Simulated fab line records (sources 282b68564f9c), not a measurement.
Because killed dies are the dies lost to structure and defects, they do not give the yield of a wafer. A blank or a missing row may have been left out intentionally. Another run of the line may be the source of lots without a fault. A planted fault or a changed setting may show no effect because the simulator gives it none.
fab line records	flow rit_cmos
[record] lots = 14	wafers = 42	last_day = 8
route steps=202 shown ACTIVE@4 M1@202
lots that met no fault: from a run of the same line without faults
start_h: hours from the record's opening day to when the first of the lot's shown wafers began	wait_h: time in hours since the lot's previous step	" repeats the value in the row above	L1.1+2: a single row standing in for several wafers	- no value, or no start given	* or withheld: withheld	< > ~ a bound
route shown NAME@n: NAME is a module with steps in the file, n the number in the route of the first one	usual: mean and standard deviation over wafers with no fault	same: alike in all rows	chamber/n: place in a boat	sites: each site's reading	_std_site: the standard deviation of these	_edge_site: the outer-site mean with the inner-site mean subtracted	radius_mm: for every site, how far away it sits from the centre of the wafer	mask NAME#n: copy n	behind: the most recent tool/chamber to have shaped the wafer	hold: the reason the lot was held/the length of the hold in hours/how it ended	device: the n, p or np transistor that did not switch	end of line: the same wafers' tests at the end of the route	for a step that has no rows: nothing shown but its recipe	killed: count of dies lost to structure and defects at first sort (not the wafer's yield)	map: dies across one wafer; x = killed, . = not, _ = none there
set.NAME: the run value of the setting; set.NAME@STEP: its run value at that earlier step	model.NAME: the simulator's own value behind a step, which no gauge read
the route's steps for a sample of lots (tables are steps, rows are wafers)
[[steps]]
[step RIT_ACTIVE_CVD_03]
[recipe] material = Si3N4	target_thk_nm = 150	temp_c = 810	precursor = SiH2Cl2/NH3	time_s = 1500	pressure_mtorr = 300	sih2cl2_flow_sccm = 60	nh3_flow_sccm = 150
[usual] nh3_flow_sccm = 150.1/0.39	pressure_mtorr = 299.9/0.74	sih2cl2_flow_sccm = 60.01/0.18
lot.wafer	tool	chamber	start_h	wait_h	nh3_flow_sccm	pressure_mtorr	sih2cl2_flow_sccm
L372.1	lpcvd-01	1	12.71	0.1	149.3	299.4	60.08
L372.2	"	1	"	"	150.6	299.5	59.91
L372.4	"	1	"	"	150.2	299.4	59.89
L374.1	lpcvd-02	0	22.45	0.1	149.7	300.9	60.17
L374.3	"	0	"	"	150.3	300.6	60.10
L374.6	"	0	"	"	150.0	300.5	59.74
L376.1	lpcvd-01	1	32.90	0.1	150.0	298.9	59.87
L376.5	"	1	"	"	150.1	299.5	59.95
L376.6	"	1	"	"	149.9	300.0	59.75
L378.3	lpcvd-02	0	44.85	0.0	149.9	301.8	59.73
L378.5	"	0	"	"	150.2	301.1	59.75
L378.6	"	0	"	"	150.1	300.2	59.71
L379.1	lpcvd-02	1	48.18	0.3	150.2	299.9	60.08
L379.3	"	1	"	"	150.6	301.2	60.06
L379.4	"	1	"	"	150.7	300.4	60.13
L380.2	lpcvd-02	0	52.24	0.0	150.3	300.0	59.81
L380.4	"	0	"	"	149.7	300.4	60.16
L380.6	"	0	"	"	150.5	300.6	59.94
L381.1	lpcvd-02	0	57.11	0.1	150.3	299.3	59.84
L381.3	"	0	"	"	150.4	300.5	60.08
L381.6	"	0	"	"	150.4	299.0	60.08
L382.3	lpcvd-02	0	62.11	0.0	150.6	299.7	59.86
L382.4	"	0	"	"	150.2	299.9	59.88
L382.6	"	0	"	"	150.2	299.8	60.11
L386.1	lpcvd-01	1	84.16	0.1	149.4	298.4	60.09
L386.2	"	1	"	"	148.8	300.4	60.01
L386.4	"	1	"	"	149.3	300.5	59.98
L387.1	lpcvd-01	1	89.01	0.1	-	-	-
L387.4	"	1	"	"	-	-	-
L387.6	"	1	"	"	-	-	-
L388.1	lpcvd-02	0	93.25	0.4	-	-	-
L388.3	"	0	"	"	-	-	-
L388.6	"	0	"	"	-	-	-
L393.3	lpcvd-02	1	121.59	0.0	150.1	299.1	60.23
L393.4	"	1	"	"	150.4	299.5	60.30
L393.5	"	1	"	"	150.0	299.1	59.90
L394.1	lpcvd-02	0	132.32	0.1	149.9	299.0	59.72
L394.2	"	0	"	"	150.2	299.3	60.05
L394.3	"	0	"	"	149.6	299.3	59.89
L395.1	lpcvd-02	0	132.32	0.1	149.7	300.1	59.87
L395.3	"	0	"	"	149.3	300.1	60.24
L395.4	"	0	"	"	150.9	301.2	59.95
[step RIT_M1_PROBE_99]
[usual] defect_limited_yield = 97.3/1.2	killed_at_contacts = 0.1/0.3	killed_at_front_end = 7/3.1	killed_dies = 7/3.1	killed_open = 3.8/2.3	killed_short = 3.2/1.9	sort_bin_3_pad_short = 0.1/0.2	sort_bin_5_function = 1.6/0.91	sort_bin_6_memory = 1.0/0.6	sort_n_pass = 257/3.1	sort_yield_pct = 97.3/1.2
[same] gross_dies = 264	killed_at_M0_to_M3 = 0	killed_at_M4_up = 0	killed_at_back_side = 0	killed_at_other = 0
lot.wafer	tool	chamber	start_h	wait_h	defect_limited_yield[%]	killed_at_contacts	killed_at_front_end	killed_dies	killed_open	killed_short	sort_bin_3_pad_short[%]	sort_bin_5_function[%]	sort_bin_6_memory[%]	sort_n_pass	sort_yield_pct[%]
L372.1	prober-01	-	59.86	0.1	95.5	0	12	12	3	9	0	1.9	2.7	252	95.5
L372.2	prober-01	-	59.91	0.1	97.0	0	8	8	4	4	0.4	1.1	1.5	256	97.0
L372.4	prober-01	-	60.01	0.2	95.8	0	11	11	9	2	0	3.0	1.1	253	95.8
L374.1	prober-01	-	71.52	0.1	97.7	0	6	6	3	3	0	1.9	0.4	258	97.7
L374.3	prober-01	-	71.62	0.2	96.6	0	9	9	4	5	0	2.7	0.8	255	96.6
L374.6	prober-01	-	71.77	0.2	97.7	0	6	6	2	4	0.4	1.5	0.4	258	97.7
L376.1	prober-01	-	82.76	0.1	97.0	0	8	8	6	2	0	2.3	0.8	256	97.0
L376.5	prober-01	-	82.96	0.2	97.7	0	6	6	5	1	0	1.5	0.8	258	97.7
L376.6	prober-01	-	83.01	0.2	95.8	0	11	11	5	6	0	3.0	1.1	253	95.8
L378.3	prober-01	-	94.57	0.2	97.3	0	7	7	2	5	0	1.5	1.1	257	97.3
L378.5	prober-01	-	94.67	0.2	95.8	1	10	11	5	6	0.4	3.4	0.4	253	95.8
L378.6	prober-01	-	94.72	0.2	96.6	0	9	9	4	5	0	1.9	1.5	255	96.6
L379.1	prober-02	-	96.91	0.1	96.6	0	9	9	2	7	0.4	1.5	1.5	255	96.6
L379.3	prober-02	-	97.01	0.2	94.7	0	14	14	8	6	0	5.3	0	250	94.7
L379.4	prober-02	-	97.06	0.2	96.2	0	10	10	8	2	0	2.7	1.1	254	96.2
L380.2	prober-01	-	104.27	0.1	97.3	1	6	7	4	3	0	2.3	0.4	257	97.3
L380.4	prober-01	-	104.37	0.2	97.0	0	8	8	4	4	0	1.9	1.1	256	97.0
L380.6	prober-01	-	104.47	0.2	98.1	0	5	5	4	1	0	1.5	0.4	259	98.1
L381.1	prober-02	-	108.49	0.1	97.7	0	6	6	4	2	0.4	1.1	0.8	258	97.7
L381.3	prober-02	-	108.59	0.2	99.6	0	1	1	1	0	0	0	0.4	263	99.6
L381.6	prober-02	-	108.74	0.2	97.0	1	7	8	4	4	0	1.5	1.5	256	97.0
L382.3	prober-01	-	111.56	0.2	98.1	1	4	5	2	3	0	1.5	0.4	259	98.1
L382.4	prober-01	-	111.61	0.2	97.3	0	7	7	5	2	0	1.5	1.1	257	97.3
L382.6	prober-01	-	111.71	0.2	98.5	0	4	4	3	1	0	1.1	0.4	260	98.5
L386.1	prober-01	-	137.40	0.1	97.0	0	8	8	7	1	0	2.3	0.8	256	97.0
L386.2	prober-01	-	137.45	0.1	97.3	0	7	7	4	3	0	1.1	1.5	257	97.3
L386.4	prober-01	-	137.55	0.2	96.6	0	9	9	5	4	0	1.5	1.9	255	96.6
L393.3	prober-01	-	184.42	0.2	95.8	0	11	11	7	4	0	3.4	0.8	253	95.8
L393.4	prober-01	-	184.47	0.2	98.9	0	3	3	2	1	0.4	0.8	0	261	98.9
L393.5	prober-01	-	184.52	0.2	98.5	0	4	4	3	1	0	1.1	0.4	260	98.5
L395.1	prober-02	-	194.34	0.1	98.5	0	4	4	2	2	0	1.1	0.4	260	98.5
L395.3	prober-02	-	194.44	0.2	96.2	0	10	10	8	2	0	2.7	1.1	254	96.2
L395.4	prober-02	-	194.49	0.2	97.7	0	6	6	4	2	0	1.5	0.8	258	97.7
L394.1	prober-01	-	195.84	0.1	98.9	0	3	3	1	2	0.4	0	0.8	261	98.9
L394.2	prober-01	-	195.89	0.1	97.0	0	8	8	4	4	0	1.5	1.5	256	97.0
L394.3	prober-01	-	195.94	0.2	97.0	1	7	8	4	4	0	1.1	1.9	256	97.0
// killed by level:class
L372.1 GATE:geometric_particle:short=6 FOX1:geometric_particle:short=2 FOX1:geometric_particle:open=1 GATE:geometric_particle:open=1 REOX:geometric_particle:short=1 SPACER:geometric_particle:open=1
L372.2 FOX1:geometric_particle:open=3 FOX1:geometric_particle:short=2 GATE:geometric_particle:short=2 SILICIDE:geometric_particle:open=1
L372.4 FOX1:geometric_particle:open=3 SPACER:geometric_particle:open=3 GATE:geometric_particle:open=3 GATE:geometric_particle:short=1 SILICIDE:geometric_particle:short=1
L374.1 FOX2:geometric_particle:open=2 SILICIDE:geometric_particle:short=2 GATE:geometric_particle:open=1 GATE:geometric_particle:short=1
L374.3 FOX1:geometric_particle:open=2 GATE:geometric_particle:short=2 SPACER:geometric_particle:short=2 FOX2:geometric_particle:open=1 SILICIDE:geometric_particle:open=1 SILICIDE:geometric_particle:short=1
L374.6 GATE:geometric_particle:short=2 FOX1:geometric_particle:short=1 FOX2:geometric_particle:short=1 GATE:geometric_particle:open=1 REOX:geometric_particle:open=1
L376.1 GATE:geometric_particle:open=3 GATE:geometric_particle:short=2 ACTIVE:geometric_particle:open=1 FOX1:geometric_particle:open=1 REOX:geometric_particle:open=1
L376.5 FOX1:geometric_particle:open=2 SILICIDE:geometric_particle:open=2 FOX1:geometric_particle:short=1 GATE:geometric_particle:open=1
L376.6 GATE:geometric_particle:short=4 GATE:geometric_particle:open=3 FOX2:geometric_particle:open=1 FOX2:geometric_particle:short=1 REOX:geometric_particle:open=1 SILICIDE:geometric_particle:short=1
L378.3 GATE:geometric_particle:short=5 GATE:geometric_particle:open=1 SILICIDE:geometric_particle:open=1
L378.5 FOX2:geometric_particle:open=3 GATE:geometric_particle:short=3 GATE:geometric_particle:open=1 REOX:geometric_particle:short=1 REOX:geometric_particle:open=1 SILICIDE:geometric_particle:short=1 CONTACT:geometric_particle:short=1
L378.6 GATE:geometric_particle:short=3 GATE:geometric_particle:open=2 REOX:geometric_particle:short=1 SPACER:geometric_particle:open=1 SILICIDE:geometric_particle:open=1 SILICIDE:geometric_particle:short=1
L379.1 GATE:geometric_particle:short=3 FOX1:geometric_particle:short=2 FOX1:geometric_particle:open=1 FOX2:geometric_particle:short=1 GATE:geometric_particle:open=1 SPACER:geometric_particle:short=1
L379.3 SPACER:geometric_particle:open=4 FOX1:geometric_particle:short=3 GATE:geometric_particle:open=2 SILICIDE:geometric_particle:short=2 GATE:geometric_particle:short=1 REOX:geometric_particle:open=1 SILICIDE:geometric_particle:open=1
L379.4 FOX1:geometric_particle:open=2 GATE:geometric_particle:open=2 SPACER:geometric_particle:open=2 FOX2:geometric_particle:short=1 REOX:geometric_particle:open=1 SPACER:geometric_particle:short=1 SILICIDE:geometric_particle:open=1
L380.2 FOX1:geometric_particle:short=2 GATE:geometric_particle:short=1 GATE:geometric_particle:open=1 SPACER:geometric_particle:open=1 SILICIDE:geometric_particle:open=1 CONTACT:geometric_particle:open=1
L380.4 GATE:geometric_particle:open=2 GATE:geometric_particle:short=2 SPACER:geometric_particle:open=2 FOX1:geometric_particle:short=1 SPACER:geometric_particle:short=1
L380.6 FOX2:geometric_particle:open=2 FOX2:geometric_particle:short=1 REOX:geometric_particle:open=1 SPACER:geometric_particle:open=1
L381.1 REOX:geometric_particle:short=2 FOX2:geometric_particle:open=1 GATE:geometric_particle:open=1 SPACER:geometric_particle:open=1 SILICIDE:geometric_particle:open=1
L381.3 GATE:geometric_particle:open=1
L381.6 SILICIDE:geometric_particle:short=2 FOX1:geometric_particle:open=1 FOX2:geometric_particle:short=1 GATE:geometric_particle:open=1 REOX:geometric_particle:short=1 SILICIDE:geometric_particle:open=1 CONTACT:geometric_particle:open=1
L382.3 GATE:geometric_particle:short=1 GATE:geometric_particle:open=1 REOX:geometric_particle:short=1 REOX:geometric_particle:open=1 CONTACT:geometric_particle:short=1
L382.4 FOX1:geometric_particle:open=2 GATE:geometric_particle:short=2 GATE:geometric_particle:open=1 REOX:geometric_particle:open=1 SILICIDE:geometric_particle:open=1
L382.6 SPACER:geometric_particle:open=2 GATE:geometric_particle:open=1 SILICIDE:geometric_particle:short=1
L386.1 FOX1:geometric_particle:open=2 ACTIVE:geometric_particle:open=1 GATE:geometric_particle:open=1 GATE:geometric_particle:short=1 REOX:geometric_particle:open=1 SPACER:geometric_particle:open=1 SILICIDE:geometric_particle:open=1
L386.2 GATE:geometric_particle:short=2 REOX:geometric_particle:open=2 FOX1:geometric_particle:open=1 GATE:geometric_particle:open=1 SILICIDE:geometric_particle:short=1
L386.4 GATE:geometric_particle:open=2 REOX:geometric_particle:short=2 GATE:geometric_particle:short=1 REOX:geometric_particle:open=1 SPACER:geometric_particle:short=1 SPACER:geometric_particle:open=1 SILICIDE:geometric_particle:open=1
L393.3 SILICIDE:geometric_particle:open=4 GATE:geometric_particle:short=2 SILICIDE:geometric_particle:short=2 FOX2:geometric_particle:open=1 REOX:geometric_particle:open=1 SPACER:geometric_particle:open=1
L393.4 FOX2:geometric_particle:open=1 REOX:geometric_particle:short=1 REOX:geometric_particle:open=1
L393.5 FOX2:geometric_particle:open=1 GATE:geometric_particle:open=1 REOX:geometric_particle:short=1 REOX:geometric_particle:open=1
L395.1 GATE:geometric_particle:short=1 GATE:geometric_particle:open=1 REOX:geometric_particle:open=1 SPACER:geometric_particle:short=1
L395.3 GATE:geometric_particle:open=3 GATE:geometric_particle:short=2 REOX:geometric_particle:open=2 FOX1:geometric_particle:open=1 FOX2:geometric_particle:open=1 SPACER:geometric_particle:open=1
L395.4 SPACER:geometric_particle:open=2 SPACER:geometric_particle:short=2 FOX1:geometric_particle:open=1 REOX:geometric_particle:open=1
L394.1 GATE:geometric_particle:short=2 FOX1:geometric_particle:open=1
L394.2 SILICIDE:geometric_particle:open=2 SILICIDE:geometric_particle:short=2 FOX1:geometric_particle:short=1 GATE:geometric_particle:short=1 GATE:geometric_particle:open=1 SPACER:geometric_particle:open=1
L394.3 REOX:geometric_particle:short=2 FOX1:geometric_particle:short=1 FOX2:geometric_particle:open=1 GATE:geometric_particle:open=1 GATE:geometric_particle:short=1 REOX:geometric_particle:open=1 CONTACT:geometric_particle:open=1
[[key]]
[first_sign] step = RIT_ACTIVE_CVD_03	reading = tool_record	direction = missing
effect none on later readings
met_at RIT_ACTIVE_CVD_03
struck_lots L387,L388
scrapped_behind RIT_ACTIVE_THK_MEAS_04 L387.1,L387.4,L387.6,L388.1,L388.3,L388.6
onset_between 84.16 89.01
[fault] kind = skipped_step_whole	tool = lpcvd-01,lpcvd-02	chamber = -	onset_h = 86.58	steps = RIT_ACTIVE_CVD_03	scope = struck_lots_only
